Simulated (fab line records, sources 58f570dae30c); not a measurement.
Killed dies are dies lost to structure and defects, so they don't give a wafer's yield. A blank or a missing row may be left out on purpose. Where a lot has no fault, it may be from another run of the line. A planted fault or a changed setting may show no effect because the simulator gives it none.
fab line records / flow berkeleyCmos170
record lots=7 wafers=21 lastDay=12
route steps=331 shown PSD@176 NSD@187
lots with no fault: from the same line, run without faults
startH: hours from the record's first day to the start of the lot's first wafer shown / waitH: time in hours since the lot's previous step / " as in the row above / L1.1+2: a row that stands for several wafers / - no value, or no start was given / * or withheld: withheld / < > ~ a bound
route shown NAME@n: a module of which the file shows steps, and the number in the route of the first / usual: mean and standard deviation over wafers with no fault / same: alike in all rows / chamber/n: place in a boat / sites: each site's reading / _std_site: standard deviation across them / _edge_site: the outer-site mean with the inner-site mean subtracted / radiusMm: for every site, how far away it sits from the centre of the wafer / mask NAME#n: copy n / behind: the most recent tool/chamber to have shaped the wafer / hold: cause of the lot's hold/its duration in hours/its outcome / device: the transistor (n, p or np) that didn't switch / end of line: the route-end tests of the same wafers / for a step that has no rows: nothing shown but its recipe / killed: the dies lost at the first sort to structure and to defects; this is not the yield of the wafer / map: shows each die of a wafer: x if killed, . if not, _ if none is there
set.NAME: the run value of the setting; set.NAME@STEP: its run value at that earlier step / model.NAME: the simulator's own value behind a step, which no gauge read
lots at some steps of the route; a table a step, a row a wafer
## steps
# step UCB170_PSD_COAT_01
# recipe resist=KrF spinRpm=1500 resistThkNm=900
# step UCB170_PSD_SOFTBAKE_02
# recipe resist=KrF tempC=130 timeS=60
# step UCB170_PSD_EXPOSE_03
# recipe maskId=PSELECT_MOD na=0.5 sigmaOuter=0.6 sourceShape=conventional targetCdNm=1200 doseMj=30
# step UCB170_PSD_PEB_04
# recipe pebTempC=130 pebTimeS=withheld resist=KrF
# step UCB170_PSD_DEVELOP_05
# recipe developer=TMAH developTimeS=45 resist=KrF devTempC=21
# step UCB170_PSD_CD_MEAS_06
# recipe targetCdNm=1200
# usual cdNm=1199.7/1.7
lot.wafer=L277.1 tool=cdSem-02 chamber=- startH=176.54 waitH=- cdNm=1201.3
lot.wafer=L277.3 tool=cdSem-02 chamber=- startH=176.54 waitH=- cdNm=1199.8
lot.wafer=L277.4 tool=cdSem-02 chamber=- startH=176.54 waitH=- cdNm=1200.7
lot.wafer=L281.4 tool=cdSem-02 chamber=- startH=189.97 waitH=- cdNm=1197.0
lot.wafer=L281.5 tool=cdSem-02 chamber=- startH=189.97 waitH=- cdNm=1199.6
lot.wafer=L281.6 tool=cdSem-02 chamber=- startH=189.97 waitH=- cdNm=1199.0
lot.wafer=L286.1 tool=cdSem-01 chamber=- startH=214.97 waitH=- cdNm=1196.8
lot.wafer=L286.2 tool=cdSem-01 chamber=- startH=214.97 waitH=- cdNm=1197.6
lot.wafer=L286.4 tool=cdSem-01 chamber=- startH=214.97 waitH=- cdNm=1197.1
lot.wafer=L289.1 tool=cdSem-02 chamber=- startH=229.30 waitH=- cdNm=1198.3
lot.wafer=L289.2 tool=cdSem-02 chamber=- startH=229.30 waitH=- cdNm=1199.1
lot.wafer=L289.5 tool=cdSem-02 chamber=- startH=229.30 waitH=- cdNm=1199.8
lot.wafer=L290.1 tool=cdSem-02 chamber=- startH=229.85 waitH=- cdNm=1197.9
lot.wafer=L290.3 tool=cdSem-02 chamber=- startH=229.85 waitH=- cdNm=1198.5
lot.wafer=L290.5 tool=cdSem-02 chamber=- startH=229.85 waitH=- cdNm=1200.7
lot.wafer=L292.1 tool=cdSem-01 chamber=- startH=230.07 waitH=- cdNm=1198.2
lot.wafer=L292.3 tool=cdSem-01 chamber=- startH=230.07 waitH=- cdNm=1197.5
lot.wafer=L292.4 tool=cdSem-01 chamber=- startH=230.07 waitH=- cdNm=1197.8
lot.wafer=L294.3 tool=cdSem-01 chamber=- startH=250.34 waitH=- cdNm=1201.5
lot.wafer=L294.4 tool=cdSem-01 chamber=- startH=250.34 waitH=- cdNm=1200.7
lot.wafer=L294.5 tool=cdSem-01 chamber=- startH=250.34 waitH=- cdNm=1200.9
# step UCB170_PSD_OVL_MEAS_07
# usual PSD_OVL=-2/5.6
lot.wafer=L277.1 tool=overlay-01 chamber=- startH=176.66 waitH=0.1 PSD_OVL[nm]=-5
lot.wafer=L277.3 tool=overlay-01 chamber=- startH=176.66 waitH=0.1 PSD_OVL[nm]=0
lot.wafer=L277.4 tool=overlay-01 chamber=- startH=176.66 waitH=0.1 PSD_OVL[nm]=-3
lot.wafer=L281.4 tool=overlay-01 chamber=- startH=190.05 waitH=0.1 PSD_OVL[nm]=3
lot.wafer=L281.5 tool=overlay-01 chamber=- startH=190.05 waitH=0.1 PSD_OVL[nm]=-4
lot.wafer=L281.6 tool=overlay-01 chamber=- startH=190.05 waitH=0.1 PSD_OVL[nm]=-5
lot.wafer=L286.1 tool=overlay-02 chamber=- startH=215.09 waitH=0.1 PSD_OVL[nm]=2
lot.wafer=L286.2 tool=overlay-02 chamber=- startH=215.09 waitH=0.1 PSD_OVL[nm]=2
lot.wafer=L286.4 tool=overlay-02 chamber=- startH=215.09 waitH=0.1 PSD_OVL[nm]=-8
lot.wafer=L289.1 tool=overlay-02 chamber=- startH=229.42 waitH=0.1 PSD_OVL[nm]=3
lot.wafer=L289.2 tool=overlay-02 chamber=- startH=229.42 waitH=0.1 PSD_OVL[nm]=-6
lot.wafer=L289.5 tool=overlay-02 chamber=- startH=229.42 waitH=0.1 PSD_OVL[nm]=-2
lot.wafer=L290.1 tool=overlay-02 chamber=- startH=229.97 waitH=0.1 PSD_OVL[nm]=-6
lot.wafer=L290.3 tool=overlay-02 chamber=- startH=229.97 waitH=0.1 PSD_OVL[nm]=-7
lot.wafer=L290.5 tool=overlay-02 chamber=- startH=229.97 waitH=0.1 PSD_OVL[nm]=-13
lot.wafer=L292.1 tool=overlay-01 chamber=- startH=230.19 waitH=0.1 PSD_OVL[nm]=5
lot.wafer=L292.3 tool=overlay-01 chamber=- startH=230.19 waitH=0.1 PSD_OVL[nm]=3
lot.wafer=L292.4 tool=overlay-01 chamber=- startH=230.19 waitH=0.1 PSD_OVL[nm]=-2
lot.wafer=L294.3 tool=overlay-01 chamber=- startH=250.43 waitH=0.1 PSD_OVL[nm]=-7
lot.wafer=L294.4 tool=overlay-01 chamber=- startH=250.43 waitH=0.1 PSD_OVL[nm]=-6
lot.wafer=L294.5 tool=overlay-01 chamber=- startH=250.43 waitH=0.1 PSD_OVL[nm]=-5
# step UCB170_PSD_IMPLANT_08
# recipe species=B doseCm2=3.063e+15 energyKev=20 tiltDeg=7
# step UCB170_PSD_STRIP_09
# recipe chemistry=O2 powerW=400 pressureMtorr=3500 platenTempC=withheld o2FlowSccm=400 overashFraction=0.5
# usual chamberPressureMTorr=3500/3.3 drypumpMotorCurrentA=5.6/0.47 oesProductAu=0.598/0.0042 stripTimeToEndpointS=29.60/0.083
lot.wafer=L277.1 tool=plasmaAsher-03 chamber=1 startH=176.85 waitH=0.1 chamberPressureMTorr=3498 drypumpMotorCurrentA=5.1 oesProductAu=0.606 rfHoursCounterH=40 stripTimeToEndpointS=29.58
lot.wafer=L277.3 tool=plasmaAsher-03 chamber=1 startH=176.85 waitH=0.1 chamberPressureMTorr=3497 drypumpMotorCurrentA=5.1 oesProductAu=0.600 rfHoursCounterH=- stripTimeToEndpointS=29.62
lot.wafer=L277.4 tool=plasmaAsher-03 chamber=0 startH=176.85 waitH=0.1 chamberPressureMTorr=3497 drypumpMotorCurrentA=5.3 oesProductAu=0.606 rfHoursCounterH=- stripTimeToEndpointS=29.64
lot.wafer=L281.4 tool=plasmaAsher-04 chamber=0 startH=190.25 waitH=0.1 chamberPressureMTorr=3499 drypumpMotorCurrentA=6.1 oesProductAu=0.600 rfHoursCounterH=- stripTimeToEndpointS=29.63
lot.wafer=L281.5 tool=plasmaAsher-04 chamber=0 startH=190.25 waitH=0.1 chamberPressureMTorr=3498 drypumpMotorCurrentA=6.1 oesProductAu=0.594 rfHoursCounterH=- stripTimeToEndpointS=29.64
lot.wafer=L281.6 tool=plasmaAsher-04 chamber=1 startH=190.25 waitH=0.1 chamberPressureMTorr=3501 drypumpMotorCurrentA=5.8 oesProductAu=0.593 rfHoursCounterH=- stripTimeToEndpointS=29.68
lot.wafer=L286.1 tool=plasmaAsher-04 chamber=1 startH=215.27 waitH=0.1 chamberPressureMTorr=3504 drypumpMotorCurrentA=5.8 oesProductAu=0.596 rfHoursCounterH=55 stripTimeToEndpointS=29.52
lot.wafer=L286.2 tool=plasmaAsher-04 chamber=0 startH=215.27 waitH=0.1 chamberPressureMTorr=3504 drypumpMotorCurrentA=6.1 oesProductAu=0.590 rfHoursCounterH=55 stripTimeToEndpointS=29.49
lot.wafer=L286.4 tool=plasmaAsher-04 chamber=0 startH=215.27 waitH=0.1 chamberPressureMTorr=3499 drypumpMotorCurrentA=6.1 oesProductAu=0.595 rfHoursCounterH=- stripTimeToEndpointS=29.50
lot.wafer=L289.1 tool=plasmaAsher-03 chamber=0 startH=229.60 waitH=0.1 chamberPressureMTorr=3491 drypumpMotorCurrentA=5.3 oesProductAu=0.596 rfHoursCounterH=46 stripTimeToEndpointS=29.66
lot.wafer=L289.2 tool=plasmaAsher-03 chamber=1 startH=229.60 waitH=0.1 chamberPressureMTorr=3500 drypumpMotorCurrentA=5.1 oesProductAu=0.599 rfHoursCounterH=46 stripTimeToEndpointS=29.71
lot.wafer=L289.5 tool=plasmaAsher-03 chamber=0 startH=229.60 waitH=0.1 chamberPressureMTorr=3498 drypumpMotorCurrentA=5.3 oesProductAu=0.603 rfHoursCounterH=- stripTimeToEndpointS=29.69
lot.wafer=L290.1 tool=plasmaAsher-04 chamber=0 startH=230.15 waitH=0.1 chamberPressureMTorr=3500 drypumpMotorCurrentA=6.1 oesProductAu=0.598 rfHoursCounterH=56 stripTimeToEndpointS=29.67
lot.wafer=L290.3 tool=plasmaAsher-04 chamber=0 startH=230.15 waitH=0.1 chamberPressureMTorr=3501 drypumpMotorCurrentA=6.1 oesProductAu=0.601 rfHoursCounterH=- stripTimeToEndpointS=29.67
lot.wafer=L290.5 tool=plasmaAsher-04 chamber=1 startH=230.15 waitH=0.1 chamberPressureMTorr=3495 drypumpMotorCurrentA=5.8 oesProductAu=0.596 rfHoursCounterH=- stripTimeToEndpointS=29.64
lot.wafer=L292.1 tool=plasmaAsher-03 chamber=0 startH=230.38 waitH=0.1 chamberPressureMTorr=3500 drypumpMotorCurrentA=5.3 oesProductAu=0.599 rfHoursCounterH=46 stripTimeToEndpointS=29.72
lot.wafer=L292.3 tool=plasmaAsher-03 chamber=1 startH=230.38 waitH=0.1 chamberPressureMTorr=3500 drypumpMotorCurrentA=5.1 oesProductAu=0.597 rfHoursCounterH=- stripTimeToEndpointS=29.73
lot.wafer=L292.4 tool=plasmaAsher-03 chamber=0 startH=230.38 waitH=0.1 chamberPressureMTorr=3494 drypumpMotorCurrentA=5.3 oesProductAu=0.588 rfHoursCounterH=- stripTimeToEndpointS=29.73
lot.wafer=L294.3 tool=plasmaAsher-04 chamber=1 startH=250.64 waitH=0.1 chamberPressureMTorr=3503 drypumpMotorCurrentA=5.8 oesProductAu=0.599 rfHoursCounterH=- stripTimeToEndpointS=29.67
lot.wafer=L294.4 tool=plasmaAsher-04 chamber=0 startH=250.64 waitH=0.1 chamberPressureMTorr=3498 drypumpMotorCurrentA=6.1 oesProductAu=0.601 rfHoursCounterH=- stripTimeToEndpointS=29.69
lot.wafer=L294.5 tool=plasmaAsher-04 chamber=0 startH=250.64 waitH=0.1 chamberPressureMTorr=3499 drypumpMotorCurrentA=6.1 oesProductAu=0.596 rfHoursCounterH=- stripTimeToEndpointS=29.57
# step UCB170_PSD_TW_MEAS_10
# usual PSD_TW=2344/21
lot.wafer=L277.1 tool=filmMetro-02 chamber=- startH=176.95 waitH=0.1 PSD_TW=2355
lot.wafer=L277.3 tool=filmMetro-02 chamber=- startH=176.95 waitH=0.1 PSD_TW=2341
lot.wafer=L277.4 tool=filmMetro-02 chamber=- startH=176.95 waitH=0.1 PSD_TW=2353
lot.wafer=L281.4 tool=filmMetro-03 chamber=- startH=190.35 waitH=0.1 PSD_TW=2371
lot.wafer=L281.5 tool=filmMetro-03 chamber=- startH=190.35 waitH=0.1 PSD_TW=2364
lot.wafer=L281.6 tool=filmMetro-03 chamber=- startH=190.35 waitH=0.1 PSD_TW=2356
lot.wafer=L286.1 tool=filmMetro-01 chamber=- startH=215.37 waitH=0.1 PSD_TW=2351
lot.wafer=L286.2 tool=filmMetro-01 chamber=- startH=215.37 waitH=0.1 PSD_TW=2341
lot.wafer=L286.4 tool=filmMetro-01 chamber=- startH=215.37 waitH=0.1 PSD_TW=2340
lot.wafer=L289.1 tool=filmMetro-02 chamber=- startH=229.70 waitH=0.1 PSD_TW=2306
lot.wafer=L289.2 tool=filmMetro-02 chamber=- startH=229.70 waitH=0.1 PSD_TW=2308
lot.wafer=L289.5 tool=filmMetro-02 chamber=- startH=229.70 waitH=0.1 PSD_TW=2322
lot.wafer=L290.1 tool=filmMetro-01 chamber=- startH=230.25 waitH=0.1 PSD_TW=2310
lot.wafer=L290.3 tool=filmMetro-01 chamber=- startH=230.25 waitH=0.1 PSD_TW=2332
lot.wafer=L290.5 tool=filmMetro-01 chamber=- startH=230.25 waitH=0.1 PSD_TW=2333
lot.wafer=L292.1 tool=filmMetro-03 chamber=- startH=230.48 waitH=0.1 PSD_TW=2369
lot.wafer=L292.3 tool=filmMetro-03 chamber=- startH=230.48 waitH=0.1 PSD_TW=2379
lot.wafer=L292.4 tool=filmMetro-03 chamber=- startH=230.48 waitH=0.1 PSD_TW=2379
lot.wafer=L294.3 tool=filmMetro-03 chamber=- startH=250.73 waitH=0.1 PSD_TW=2381
lot.wafer=L294.4 tool=filmMetro-03 chamber=- startH=250.73 waitH=0.1 PSD_TW=2396
lot.wafer=L294.5 tool=filmMetro-03 chamber=- startH=250.73 waitH=0.1 PSD_TW=2388
# step UCB170_PSD_CLEAN_11
# recipe chemistry=SPM tempC=120 timeS=600
# step UCB170_NSD_HMDS_00
# recipe primeTimeS=60 primeTempC=100
# step UCB170_NSD_COAT_01
# recipe resist=KrF spinRpm=1500 resistThkNm=900
# usual chillPlateTempC=22.98/0.12 dispensePressureKPa=52/4.1
lot.wafer=L277.1 tool=lithoTrack-03 chamber=0 startH=177.84 waitH=0.1 chillPlateTempC=22.96 dispensePressureKPa=50
lot.wafer=L277.3 tool=lithoTrack-03 chamber=0 startH=177.84 waitH=0.1 chillPlateTempC=22.83 dispensePressureKPa=50
lot.wafer=L277.4 tool=lithoTrack-03 chamber=0 startH=177.84 waitH=0.1 chillPlateTempC=22.85 dispensePressureKPa=50
lot.wafer=L281.4 tool=lithoTrack-01 chamber=0 startH=191.05 waitH=0.1 chillPlateTempC=22.89 dispensePressureKPa=56
lot.wafer=L281.5 tool=lithoTrack-01 chamber=0 startH=191.05 waitH=0.1 chillPlateTempC=23.02 dispensePressureKPa=56
lot.wafer=L281.6 tool=lithoTrack-01 chamber=0 startH=191.05 waitH=0.1 chillPlateTempC=22.98 dispensePressureKPa=56
lot.wafer=L286.1 tool=lithoTrack-03 chamber=- startH=216.07 waitH=0.1 chillPlateTempC=- dispensePressureKPa=-
lot.wafer=L286.2 tool=lithoTrack-03 chamber=- startH=216.07 waitH=0.1 chillPlateTempC=- dispensePressureKPa=-
lot.wafer=L286.4 tool=lithoTrack-03 chamber=- startH=216.07 waitH=0.1 chillPlateTempC=- dispensePressureKPa=-
lot.wafer=L289.1 tool=lithoTrack-03 chamber=- startH=233.53 waitH=0.1 chillPlateTempC=- dispensePressureKPa=-
lot.wafer=L289.2 tool=lithoTrack-03 chamber=- startH=233.53 waitH=0.1 chillPlateTempC=- dispensePressureKPa=-
lot.wafer=L289.5 tool=lithoTrack-03 chamber=- startH=233.53 waitH=0.1 chillPlateTempC=- dispensePressureKPa=-
lot.wafer=L290.1 tool=lithoTrack-02 chamber=- startH=233.53 waitH=0.1 chillPlateTempC=- dispensePressureKPa=-
lot.wafer=L290.3 tool=lithoTrack-02 chamber=- startH=233.53 waitH=0.1 chillPlateTempC=- dispensePressureKPa=-
lot.wafer=L290.5 tool=lithoTrack-02 chamber=- startH=233.53 waitH=0.1 chillPlateTempC=- dispensePressureKPa=-
lot.wafer=L292.1 tool=lithoTrack-03 chamber=0 startH=233.98 waitH=0.1 chillPlateTempC=23.14 dispensePressureKPa=50
lot.wafer=L292.3 tool=lithoTrack-03 chamber=0 startH=233.98 waitH=0.1 chillPlateTempC=23.05 dispensePressureKPa=50
lot.wafer=L292.4 tool=lithoTrack-03 chamber=0 startH=233.98 waitH=0.1 chillPlateTempC=22.93 dispensePressureKPa=50
lot.wafer=L294.3 tool=lithoTrack-03 chamber=0 startH=251.16 waitH=0.1 chillPlateTempC=23.11 dispensePressureKPa=50
lot.wafer=L294.4 tool=lithoTrack-03 chamber=0 startH=251.16 waitH=0.1 chillPlateTempC=23.10 dispensePressureKPa=50
lot.wafer=L294.5 tool=lithoTrack-03 chamber=0 startH=251.16 waitH=0.1 chillPlateTempC=22.95 dispensePressureKPa=50
# step UCB170_NSD_SOFTBAKE_02
# recipe resist=KrF tempC=130 timeS=60
# step UCB170_NSD_EXPOSE_03
# recipe maskId=NSELECT_MOD na=0.5 sigmaOuter=0.6 sourceShape=conventional targetCdNm=1200 doseMj=30
# step UCB170_NSD_PEB_04
# recipe pebTempC=130 pebTimeS=withheld resist=KrF
# step UCB170_NSD_DEVELOP_05
# recipe developer=TMAH developTimeS=45 resist=KrF devTempC=21
# step UCB170_NSD_CD_MEAS_06
# recipe targetCdNm=1200
# usual cdNm=1199.8/1.6
lot.wafer=L277.1 tool=cdSem-02 chamber=- startH=179.00 waitH=- cdNm=1201.1
lot.wafer=L277.3 tool=cdSem-02 chamber=- startH=179.00 waitH=- cdNm=1201.1
lot.wafer=L277.4 tool=cdSem-02 chamber=- startH=179.00 waitH=- cdNm=1201.2
lot.wafer=L281.4 tool=cdSem-01 chamber=- startH=191.97 waitH=- cdNm=1197.5
lot.wafer=L281.5 tool=cdSem-01 chamber=- startH=191.97 waitH=- cdNm=1197.8
lot.wafer=L281.6 tool=cdSem-01 chamber=- startH=191.97 waitH=- cdNm=1198.7
lot.wafer=L286.1 tool=cdSem-01 chamber=- startH=216.92 waitH=- cdNm=-
lot.wafer=L286.2 tool=cdSem-01 chamber=- startH=216.92 waitH=- cdNm=-
lot.wafer=L286.4 tool=cdSem-01 chamber=- startH=216.92 waitH=- cdNm=-
lot.wafer=L289.1 tool=cdSem-01 chamber=- startH=234.56 waitH=- cdNm=-
lot.wafer=L289.2 tool=cdSem-01 chamber=- startH=234.56 waitH=- cdNm=-
lot.wafer=L289.5 tool=cdSem-01 chamber=- startH=234.56 waitH=- cdNm=-
lot.wafer=L290.1 tool=cdSem-01 chamber=- startH=234.83 waitH=- cdNm=-
lot.wafer=L290.3 tool=cdSem-01 chamber=- startH=234.83 waitH=- cdNm=-
lot.wafer=L290.5 tool=cdSem-01 chamber=- startH=234.83 waitH=- cdNm=-
lot.wafer=L292.1 tool=cdSem-02 chamber=- startH=235.11 waitH=- cdNm=1196.5
lot.wafer=L292.3 tool=cdSem-02 chamber=- startH=235.11 waitH=- cdNm=1196.5
lot.wafer=L292.4 tool=cdSem-02 chamber=- startH=235.11 waitH=- cdNm=1196.7
lot.wafer=L294.3 tool=cdSem-01 chamber=- startH=251.96 waitH=- cdNm=1199.0
lot.wafer=L294.4 tool=cdSem-01 chamber=- startH=251.96 waitH=- cdNm=1200.6
lot.wafer=L294.5 tool=cdSem-01 chamber=- startH=251.96 waitH=- cdNm=1199.2
# step UCB170_NSD_OVL_MEAS_07
# usual NSD_OVL=-3/5.1
lot.wafer=L277.1 tool=overlay-01 chamber=- startH=179.12 waitH=0.1 NSD_OVL[nm]=-6
lot.wafer=L277.3 tool=overlay-01 chamber=- startH=179.12 waitH=0.1 NSD_OVL[nm]=-1
lot.wafer=L277.4 tool=overlay-01 chamber=- startH=179.12 waitH=0.1 NSD_OVL[nm]=-1
lot.wafer=L281.4 tool=overlay-01 chamber=- startH=192.05 waitH=0.1 NSD_OVL[nm]=1
lot.wafer=L281.5 tool=overlay-01 chamber=- startH=192.05 waitH=0.1 NSD_OVL[nm]=0
lot.wafer=L281.6 tool=overlay-01 chamber=- startH=192.05 waitH=0.1 NSD_OVL[nm]=3
lot.wafer=L286.1 tool=overlay-02 chamber=- startH=217.04 waitH=0.1 NSD_OVL[nm]=-
lot.wafer=L286.2 tool=overlay-02 chamber=- startH=217.04 waitH=0.1 NSD_OVL[nm]=-
lot.wafer=L286.4 tool=overlay-02 chamber=- startH=217.04 waitH=0.1 NSD_OVL[nm]=-
lot.wafer=L289.1 tool=overlay-01 chamber=- startH=234.68 waitH=0.1 NSD_OVL[nm]=-
lot.wafer=L289.2 tool=overlay-01 chamber=- startH=234.68 waitH=0.1 NSD_OVL[nm]=-
lot.wafer=L289.5 tool=overlay-01 chamber=- startH=234.68 waitH=0.1 NSD_OVL[nm]=-
lot.wafer=L290.1 tool=overlay-01 chamber=- startH=234.95 waitH=0.1 NSD_OVL[nm]=-
lot.wafer=L290.3 tool=overlay-01 chamber=- startH=234.95 waitH=0.1 NSD_OVL[nm]=-
lot.wafer=L290.5 tool=overlay-01 chamber=- startH=234.95 waitH=0.1 NSD_OVL[nm]=-
lot.wafer=L292.1 tool=overlay-01 chamber=- startH=235.23 waitH=0.1 NSD_OVL[nm]=-15
lot.wafer=L292.3 tool=overlay-01 chamber=- startH=235.23 waitH=0.1 NSD_OVL[nm]=-4
lot.wafer=L292.4 tool=overlay-01 chamber=- startH=235.23 waitH=0.1 NSD_OVL[nm]=0
lot.wafer=L294.3 tool=overlay-01 chamber=- startH=252.06 waitH=0.1 NSD_OVL[nm]=6
lot.wafer=L294.4 tool=overlay-01 chamber=- startH=252.06 waitH=0.1 NSD_OVL[nm]=-1
lot.wafer=L294.5 tool=overlay-01 chamber=- startH=252.06 waitH=0.1 NSD_OVL[nm]=-5
## key
firstSign step=UCB170_NSD_COAT_01 reading=toolRecord direction=missing
effect step=UCB170_NSD_CD_MEAS_06 reading=cdNm direction=missing
effect step=UCB170_NSD_OVL_MEAS_07 reading=NSD_OVL direction=missing
metAt UCB170_NSD_COAT_01
struckWafers L286.1,L286.2,L286.4,L289.1,L289.2,L289.5,L290.1,L290.3,L290.5
sortLeftOut L286.1,L286.2,L286.4,L289.1,L289.2,L289.5,L290.1,L290.3,L290.5
testerLeftOut L286,L289,L290
onsetBetween 177.84 216.07
fault kind=skippedStepWhole tool=lithoTrack-02,lithoTrack-03 chamber=- onsetH=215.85 steps=UCB170_NSD_COAT_01 scope=struckLotsOnly
# testerLeftOut: of these lots the tester's yield and bins aren't shown, on N5 and GAA mostly nor the transistor test; their killed dies are dies lost to structure and defects alone, not to doping, threshold or leakage, so they don't give the yield
# sortLeftOut: the simulated sort isn't trusted on such a fault, so these wafers' sort isn't shown, and their yield isn't known
